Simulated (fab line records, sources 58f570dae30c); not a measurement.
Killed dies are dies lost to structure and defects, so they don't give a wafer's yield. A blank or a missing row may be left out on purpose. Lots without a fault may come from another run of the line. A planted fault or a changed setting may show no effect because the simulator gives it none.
fab line records | flow berkeley_cmos170
record lots=14 wafers=42 last_day=12
route steps=331 shown GATE@138 NLDD@168 M2@272 V2@292
lots that met no fault: from a run of the same line without faults
start_h: hours from the record's first day to the start of the lot's first wafer shown | wait_h: hours since the lot's step before | " the same as in the row above | L1.1+2: a row that stands for several wafers | - no value, or no start given | * or withheld: withheld | < > ~ a bound
route shown NAME@n: a module of which the file shows steps, and the number in the route of the first | usual: mean/standard deviation of fault-free wafers | same: alike in all rows | chamber/n: place in a boat | sites: the reading at each site | _std_site: their standard deviation | _edge_site: outer sites' mean less inner sites' | radius_mm: how far each site lies from the wafer's centre | mask NAME#n: copy n | behind: the tool/chamber that last shaped the wafer | hold: why the lot was held/for how many hours/how that ended | device: the transistor (n, p or np) that didn't switch | end of line: the same wafers' tests at the end of the route | a step without rows: its recipe alone | killed: dies lost to structure and defects at the first sort, not the wafer's yield | map: a wafer's dies, x killed, . not, _ none there
set.NAME: the setting as run; set.NAME@STEP: as run at that earlier step | model.NAME: the simulator's own value behind a step, which no gauge read
steps of the route over a sample of lots; a table a step, a row a wafer
services: from which hour (start_h, from the record's first day; less than 0 if before it) a tool's chamber was out of use, for how many hours, and why
## steps
# step UCB170_GATE_CD_MEAS_12
# recipe target_cd_nm=350
# usual cd_nm=349.7/1.4
# columns lot.wafer tool chamber start_h wait_h cd_nm
L970.1 cd_sem-01 - 147.85 - 350.3
L970.3 " - " " 351.4
L970.6 " - " " 350.9
L972.1 cd_sem-01 - 156.37 - 347.9
L972.4 " - " " 347.6
L972.6 " - " " 348.1
L975.3 cd_sem-01 - 169.99 - 350.0
L975.5 " - " " 350.6
L975.6 " - " " 351.3
L973.2 cd_sem-01 - 170.52 - 351.2
L973.4 " - " " 350.7
L973.5 " - " " 351.7
L974.1 cd_sem-02 - 170.62 - 350.1
L974.5 " - " " 350.8
L974.6 " - " " 350.5
L976.1 cd_sem-02 - 185.75 - 350.5
L976.4 " - " " 350.2
L976.6 " - " " 350.7
L978.1 cd_sem-01 - 196.20 - 346.6
L978.2 " - " " 348.1
L978.5 " - " " 348.6
L982.3 cd_sem-02 - 213.22 - 351.4
L982.4 " - " " 351.0
L982.5 " - " " 349.9
L981.1 cd_sem-02 - 213.45 - 349.8
L981.5 " - " " 349.8
L981.6 " - " " 350.7
L986.1 cd_sem-02 - 227.66 - 348.4
L986.2 " - " " 348.9
L986.6 " - " " 348.1
L987.3 cd_sem-01 - 240.61 - 349.2
L987.4 " - " " 349.0
L987.6 " - " " 348.8
L990.1 cd_sem-01 - 240.99 - 351.7
L990.4 " - " " 351.1
L990.5 " - " " 352.2
L992.1 cd_sem-02 - 255.86 - 347.8
L992.4 " - " " 349.1
L992.5 " - " " 347.7
L993.2 cd_sem-01 - 256.39 - 350.7
L993.5 " - " " 350.6
L993.6 " - " " 350.3
# step UCB170_NLDD_STRIP_10
# recipe chemistry=O2 power_w=400 pressure_mtorr=3500 platen_temp_c=withheld o2_flow_sccm=400 overash_fraction=0.5
# usual drypump_motor_current_A=5.93/0.24 oes_product_au=0.734/0.0043 strip_time_to_endpoint_s=21.63/0.065
# columns lot.wafer tool chamber start_h wait_h drypump_motor_current_A oes_product_au rf_hours_counter_h strip_time_to_endpoint_s
L970.1 plasma_asher-02 1 152.47 0.1 6.29 0.736 40 21.61
L970.3 " 1 " " 6.26 0.733 - 21.63
L970.6 " 1 " " 6.28 0.733 - 21.66
L972.1 plasma_asher-02 0 162.55 0.1 6.07 0.733 41 21.54
L972.4 " 0 " " 6.07 0.737 - 21.56
L972.6 " 1 " " 6.30 0.735 - 21.58
L973.2 plasma_asher-04 0 174.82 0.1 5.78 0.734 49 21.67
L973.4 " 0 " " 5.82 0.739 - 21.65
L973.5 " 1 " " 5.71 0.734 - 21.72
L975.3 plasma_asher-01 1 175.45 0.1 5.66 0.737 - 21.59
L975.5 " 0 " " 6.25 0.730 - 21.51
L975.6 " 1 " " 5.67 0.728 - 21.54
L974.1 plasma_asher-04 1 175.66 0.1 5.76 0.735 49 21.55
L974.5 " 1 " " 5.75 0.730 - 21.52
L974.6 " 0 " " 5.82 0.729 - 21.57
L976.1 plasma_asher-02 0 190.74 0.1 6.10 0.738 44 21.52
L976.4 " 0 " " 6.11 0.727 - 21.53
L976.6 " 1 " " 6.29 0.732 - 21.55
L978.1 plasma_asher-04 1 200.63 0.1 5.70 0.738 52 21.65
L978.2 " 0 " " 5.77 0.736 52 21.63
L978.5 " 1 " " 5.73 0.731 - 21.59
L982.3 plasma_asher-04 1 217.57 0.1 5.75 0.727 - 21.68
L982.4 " 0 " " 5.82 0.740 - 21.68
L982.5 " 0 " " 5.80 0.735 - 21.65
L981.1 plasma_asher-01 1 217.76 0.1 5.64 0.734 11 21.57
L981.5 " 0 " " 6.23 0.737 - 21.57
L981.6 " 1 " " 5.66 0.744 - 21.67
L986.1 plasma_asher-02 1 232.06 0.1 6.25 0.737 50 21.64
L986.2 " 0 " " 6.06 0.733 50 21.71
L986.6 " 1 " " 6.28 0.733 - 21.71
L987.3 plasma_asher-04 1 245.18 0.1 5.75 0.728 - 21.61
L987.4 " 0 " " 5.77 0.738 - 21.58
L987.6 " 1 " " 5.74 0.735 - 21.60
L990.1 plasma_asher-01 1 245.70 0.1 5.65 0.736 14 21.66
L990.4 " 1 " " 5.63 0.731 - 21.72
L990.5 " 0 " " 6.22 0.742 - 21.64
L992.1 plasma_asher-02 1 260.68 0.1 6.28 0.742 52 21.62
L992.4 " 0 " " 6.06 0.734 - 21.69
L992.5 " 0 " " 6.08 0.737 - 21.58
L993.2 plasma_asher-04 0 260.80 0.1 5.77 0.727 59 21.60
L993.5 " 0 " " 5.80 0.735 - 21.60
L993.6 " 1 " " 5.75 0.727 - 21.59
# step UCB170_M2_SPUTTER_01
# recipe material=Al target_thk_nm=900 time_s=120 power_w=6000 chamber_pressure_pa=0.5
# usual cathode_dc_power_W=5999.9/1.2 chamber_pressure_pa=0.5000/0.00091 throttle_valve_pct=30.2/1.1
# columns lot.wafer tool chamber start_h wait_h cathode_dc_power_W chamber_pressure_pa throttle_valve_pct
L970.1 pvd_sputter-03 - 178.82 0.0 6000.8 0.5001 30.4
L970.3 " - " " 6000.1 0.4984 29.8
L970.6 " - " " 5999.3 0.5005 29.5
L972.1 pvd_sputter-04 - 186.36 0.0 5998.9 0.5004 28.5
L972.4 " - " " 5998.4 0.5012 32.2
L972.6 " - " " 5999.5 0.4990 28.6
L973.2 pvd_sputter-03 - 199.72 0.0 5999.7 0.5001 29.8
L973.4 " - " " 6000.3 0.5009 30.1
L973.5 " - " " 6001.1 0.5005 30.1
L974.1 pvd_sputter-01 - 201.65 0.0 5998.5 0.4998 31.2
L974.5 " - " " 6001.2 0.5014 32.2
L974.6 " - " " 5999.0 0.4991 29.4
L975.3 pvd_sputter-03 - 202.49 0.0 5999.4 0.5003 29.8
L975.5 " - " " 6000.9 0.5018 29.3
L975.6 " - " " 6002.7 0.5015 30.2
L976.1 pvd_sputter-03 - 214.80 0.0 5998.3 0.5007 29.5
L976.4 " - " " 5999.3 0.4993 29.8
L976.6 " - " " 5999.2 0.4990 29.1
L978.1 pvd_sputter-01 - 225.79 0.0 5999.8 0.5008 29.3
L978.2 " - " " 6001.3 0.5007 31.7
L978.5 " - " " 5997.7 0.5008 32.0
L981.1 pvd_sputter-01 - 241.33 0.0 5999.2 0.4998 29.5
L981.5 " - " " 5999.4 0.4997 31.4
L981.6 " - " " 5998.9 0.5000 29.5
L982.3 pvd_sputter-04 - 242.86 0.0 7393.9 0.4995 28.2
L982.4 " - " " 7393.2 0.4993 28.9
L982.5 " - " " 7394.7 0.5006 28.5
L986.1 pvd_sputter-04 - 260.01 0.0 7394.7 0.4999 28.9
L986.2 " - " " 7392.9 0.4996 32.1
L986.6 " - " " 7394.9 0.5012 28.5
L987.3 pvd_sputter-01 - 269.24 0.0 6000.5 0.5019 29.2
L987.4 " - " " 6001.7 0.5013 31.5
L987.6 " - " " 5999.5 0.4994 29.5
L990.1 pvd_sputter-03 - 269.33 0.0 5999.7 0.4984 29.6
L990.4 " - " " 5998.0 0.5005 30.1
L990.5 " - " " 5999.7 0.4997 29.7
L992.1 pvd_sputter-01 - 285.11 0.0 5999.6 0.5004 31.8
L992.4 " - " " 5998.7 0.4998 31.4
L992.5 " - " " 5998.7 0.4983 29.1
L993.2 pvd_sputter-01 - 287.72 0.0 6002.0 0.4999 29.5
L993.5 " - " " 5999.3 0.4993 31.9
L993.6 " - " " 6000.9 0.5006 29.4
# step UCB170_M2_RS_MEAS_02
# recipe thk_meas_gauge=four-point-probe reads=Al_of_M2_SPUTTER_01
# usual M2_AL_RS=0.0322/0.00045
# columns lot.wafer tool chamber start_h wait_h M2_AL_RS[ohm/sq]
L970.1 film_metro-03 - 178.91 0.0 0.0333
L970.3 " - " " 0.0321
L970.6 " - " " 0.0322
L972.1 film_metro-04 - 186.45 0.0 0.0323
L972.4 " - " " 0.0323
L972.6 " - " " 0.0324
L973.2 film_metro-04 - 199.82 0.1 0.0322
L973.4 " - " " 0.0334
L973.5 " - " " 0.0320
L974.1 film_metro-01 - 201.74 0.0 0.0323
L974.5 " - " " 0.0330
L974.6 " - " " 0.0327
L975.3 film_metro-03 - 202.61 0.1 0.0319
L975.5 " - " " 0.0319
L975.6 " - " " 0.0316
L976.1 film_metro-01 - 214.88 0.0 0.0318
L976.4 " - " " 0.0319
L976.6 " - " " 0.0318
L978.1 film_metro-03 - 225.87 0.0 0.0319
L978.2 " - " " 0.0323
L978.5 " - " " 0.0325
L981.1 film_metro-03 - 241.42 0.0 0.0320
L981.5 " - " " 0.0318
L981.6 " - " " 0.0325
L982.3 film_metro-01 - 242.98 0.1 0.0261
L982.4 " - " " 0.0260
L982.5 " - " " 0.0260
L986.1 film_metro-04 - 260.09 0.0 0.0259
L986.2 " - " " 0.0260
L986.6 " - " " 0.0260
L987.3 film_metro-03 - 269.36 0.1 0.0316
L987.4 " - " " 0.0316
L987.6 " - " " 0.0317
L990.1 film_metro-01 - 269.42 0.0 0.0323
L990.4 " - " " 0.0337
L990.5 " - " " 0.0326
L992.1 film_metro-04 - 285.20 0.0 0.0320
L992.4 " - " " 0.0319
L992.5 " - " " 0.0319
L993.2 film_metro-03 - 287.82 0.1 0.0315
L993.5 " - " " 0.0323
L993.6 " - " " 0.0318
# step UCB170_M2_THK_MEAS_03
# recipe thk_meas_gauge=xrf reads=Al_of_M2_SPUTTER_01
# usual M2_AL_THK=904/14
# columns lot.wafer tool chamber start_h wait_h M2_AL_THK[nm]
L970.1 film_metro-03 - 179.03 0.1 874
L970.3 " - " " 903
L970.6 " - " " 903
L972.1 film_metro-04 - 186.57 0.1 902
L972.4 " - " " 892
L972.6 " - " " 892
L973.2 film_metro-04 - 199.93 0.1 896
L973.4 " - " " 868
L973.5 " - " " 901
L974.1 film_metro-01 - 201.86 0.1 902
L974.5 " - " " 885
L974.6 " - " " 891
L975.3 film_metro-03 - 202.71 0.1 914
L975.5 " - " " 911
L975.6 " - " " 923
L976.1 film_metro-01 - 215.00 0.1 915
L976.4 " - " " 912
L976.6 " - " " 919
L978.1 film_metro-03 - 225.99 0.1 916
L978.2 " - " " 904
L978.5 " - " " 905
L981.1 film_metro-03 - 241.54 0.1 918
L981.5 " - " " 920
L981.6 " - " " 899
L982.3 film_metro-01 - 243.08 0.1 1100
L982.4 " - " " 1107
L982.5 " - " " 1113
L986.1 film_metro-04 - 260.21 0.1 1129
L986.2 " - " " 1120
L986.6 " - " " 1116
L987.3 film_metro-03 - 269.46 0.1 930
L987.4 " - " " 930
L987.6 " - " " 921
L990.1 film_metro-01 - 269.54 0.1 893
L990.4 " - " " 858
L990.5 " - " " 885
L992.1 film_metro-04 - 285.32 0.1 904
L992.4 " - " " 911
L992.5 " - " " 912
L993.2 film_metro-03 - 287.93 0.1 924
L993.5 " - " " 907
L993.6 " - " " 919
# step UCB170_M2_METAL_ETCH_18
# recipe chemistry=Cl2/BCl3 target=Al stop_on=SiO2 pressure_mtorr=12 target_depth_a=11700 over_etch_frac=0.3 time_s=195 icp_w=600 bias_w=120 Cl2_flow_sccm=90 bcl3_flow_sccm=45
# usual drypump_motor_current_A=5.89/0.07 oes_product_au=0.857/0.011 throttle_valve_pct=24.46/0.21
# columns lot.wafer tool chamber start_h wait_h drypump_motor_current_A oes_product_au rf_hours_counter_h throttle_valve_pct
L970.1 rie_metal-02 0 181.31 - 5.79 0.816 22 24.24
L970.3 " 1 " " 5.94 0.859 - 24.65
L970.6 " 1 " " 5.96 0.865 - 24.65
L972.1 rie_metal-04 1 189.46 - 5.89 0.838 5 24.16
L972.4 " 1 " " 5.88 0.845 - 24.15
L972.6 " 1 " " 5.89 0.848 - 24.17
L973.2 rie_metal-03 1 202.31 - 5.83 0.867 10 24.68
L973.4 " 1 " " 5.84 0.841 - 24.68
L973.5 " 0 " " 5.97 0.853 - 24.64
L974.1 rie_metal-02 1 203.87 - 5.93 0.853 5 24.64
L974.5 " 1 " " 5.95 0.850 - 24.66
L974.6 " 1 " " 5.94 0.858 - 24.64
L975.3 rie_metal-04 0 204.73 - 5.90 0.863 - 24.33
L975.5 " 0 " " 5.89 0.866 - 24.32
L975.6 " 1 " " 5.90 0.857 - 24.16
L976.1 rie_metal-03 0 217.16 - 6.00 0.857 10 24.64
L976.4 " 1 " " 5.84 0.872 - 24.67
L976.6 " 1 " " 5.85 0.874 - 24.66
L978.1 rie_metal-02 1 228.72 - 5.94 0.860 6 24.68
L978.2 " 0 " " 5.81 0.860 0 24.31
L978.5 " 1 " " 5.96 0.855 - 24.65
L981.1 rie_metal-02 1 243.89 - 5.96 0.860 6 24.64
L981.5 " 0 " " 5.79 0.867 - 24.31
L981.6 " 1 " " 5.97 0.861 - 24.64
L982.3 rie_metal-04 1 245.26 - 5.88 0.958 - 24.12
L982.4 " 0 " " 5.90 0.975 - 24.28
L982.5 " 1 " " 5.90 0.961 - 24.11
L986.1 rie_metal-04 0 262.56 - 5.87 0.984 4 24.28
L986.2 " 1 " " 5.84 0.961 7 24.10
L986.6 " 0 " " 5.87 0.980 - 24.28
L990.1 rie_metal-02 0 274.08 - 5.78 0.861 2 24.32
L990.4 " 0 " " 5.79 0.841 - 24.33
L990.5 " 1 " " 5.97 0.853 - 24.65
L987.3 rie_metal-03 0 274.18 - 5.95 0.862 - 24.66
L987.4 " 1 " " 5.82 0.866 - 24.68
L987.6 " 0 " " 5.95 0.866 - 24.66
L992.1 rie_metal-02 1 287.63 - 5.95 0.868 7 24.63
L992.4 " 1 " " 5.96 0.860 - 24.65
L992.5 " 1 " " 5.94 0.865 - 24.62
L993.2 rie_metal-02 0 290.06 - 5.80 0.869 2 24.32
L993.5 " 0 " " 5.79 0.863 - 24.31
L993.6 " 1 " " 5.92 0.857 - 24.66
# step UCB170_V2_CVD_00
# recipe material=SiO2 target_thk_nm=2000 temp_c=390 precursor=TEOS/O2 time_s=250 rf_w=550 pressure_mtorr=9000
# usual heater_power_w=275/51
# columns lot.wafer tool chamber start_h wait_h heater_power_w
L970.1 pecvd-02 1 181.72 0.1 287
L970.3 " 2 " " 211
L970.6 " 1 " " 218
L972.1 pecvd-03 0 190.05 0.1 335
L972.4 " 2 " " 256
L972.6 " 1 " " 349
L973.2 pecvd-03 2 202.71 0.1 296
L973.4 " 0 " " 407
L973.5 " 2 " " 349
L974.1 pecvd-02 1 204.47 0.1 308
L974.5 " 2 " " 194
L974.6 " 1 " " 213
L975.3 pecvd-01 1 205.07 0.1 226
L975.5 " 1 " " 294
L975.6 " 2 " " 233
L976.1 pecvd-01 0 217.57 0.1 275
L976.4 " 2 " " 313
L976.6 " 1 " " 277
L978.1 pecvd-03 1 229.13 0.1 326
L978.2 " 2 " " 361
L978.5 " 1 " " 254
L981.1 pecvd-03 0 244.29 0.1 372
L981.5 " 2 " " 249
L981.6 " 1 " " 264
L982.3 pecvd-03 1 245.60 0.1 363
L982.4 " 0 " " 380
L982.5 " 1 " " 261
L986.1 pecvd-01 2 262.97 0.1 318
L986.2 " 1 " " 296
L986.6 " 1 " " 202
L990.1 pecvd-03 2 274.48 0.1 313
L990.4 " 2 " " 257
L990.5 " 1 " " 258
L987.3 pecvd-01 1 274.52 0.1 291
L987.4 " 0 " " 308
L987.6 " 1 " " 201
L992.1 pecvd-02 1 288.10 0.1 291
L992.4 " 1 " " 221
L992.5 " 2 " " 213
L993.2 pecvd-02 0 290.53 0.1 280
L993.5 " 2 " " 211
L993.6 " 0 " " 188
## services
# columns tool chamber start_h hours kind
pecvd-02 1 128.51 4.7 repair
pecvd-01 - 135.50 14.0 pm
pecvd-01 0 135.50 14.0 vent_cycle
plasma_asher-04 - 136.13 3.3 repair
plasma_asher-01 - 137.47 6.2 repair
pvd_sputter-03 - 141.70 1.4 repair
rie_metal-04 1 159.97 3.9 repair
rie_metal-04 - 166.35 1.4 repair
rie_metal-04 0 167.78 24.1 repair
pecvd-02 - 178.94 1.5 repair
rie_metal-02 0 183.97 - clean
rie_metal-02 0 183.97 20.8 scheduled_down
rie_metal-02 0 183.97 20.8 vent_cycle
pecvd-03 - 186.60 2.8 pm
pvd_sputter-03 - 195.01 0.5 repair
rie_metal-02 - 197.80 0.4 repair
pvd_sputter-04 - 203.23 3.3 repair
plasma_asher-01 - 206.34 3.1 repair
pecvd-01 - 223.91 1.0 repair
rie_metal-03 - 233.01 2.8 pm
pecvd-01 - 235.80 1.6 repair
pecvd-02 - 242.50 14.0 pm
rie_metal-03 - 283.24 0.2 repair
pvd_sputter-01 - 285.38 1.0 repair
## key
first_sign step=UCB170_M2_SPUTTER_01 reading=cathode_dc_power_W direction=up sigmas=99+ usual=5999.9 struck=7394.0
effect step=UCB170_M2_RS_MEAS_02 reading=M2_AL_RS direction=down sigmas=14 usual=0.0322 struck=0.0260
effect step=UCB170_M2_THK_MEAS_03 reading=M2_AL_THK direction=up sigmas=15 usual=904 struck=1114
effect step=UCB170_M2_METAL_ETCH_18 reading=oes_product_au direction=up sigmas=11 usual=0.857 struck=0.970
met_at UCB170_M2_SPUTTER_01
struck_lots L982,L986
sort_left_out L982.3,L982.4,L982.5,L986.1,L986.2,L986.6
not_acting_at UCB170_GATE_CD_MEAS_12,UCB170_NLDD_STRIP_10,UCB170_V2_CVD_00
onset_between 186.36 242.86
fault kind=process_parameter_drift tool=pvd_sputter-04 chamber=- onset_h=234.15 steps=UCB170_M2_SPUTTER_01 channel=power_w offset=1394.1 shape=step end_h=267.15 acts_in=these_recipes_only stated=6000
# sort_left_out: the simulated sort isn't trusted on such a fault, so these wafers' sort isn't shown, and their yield isn't known
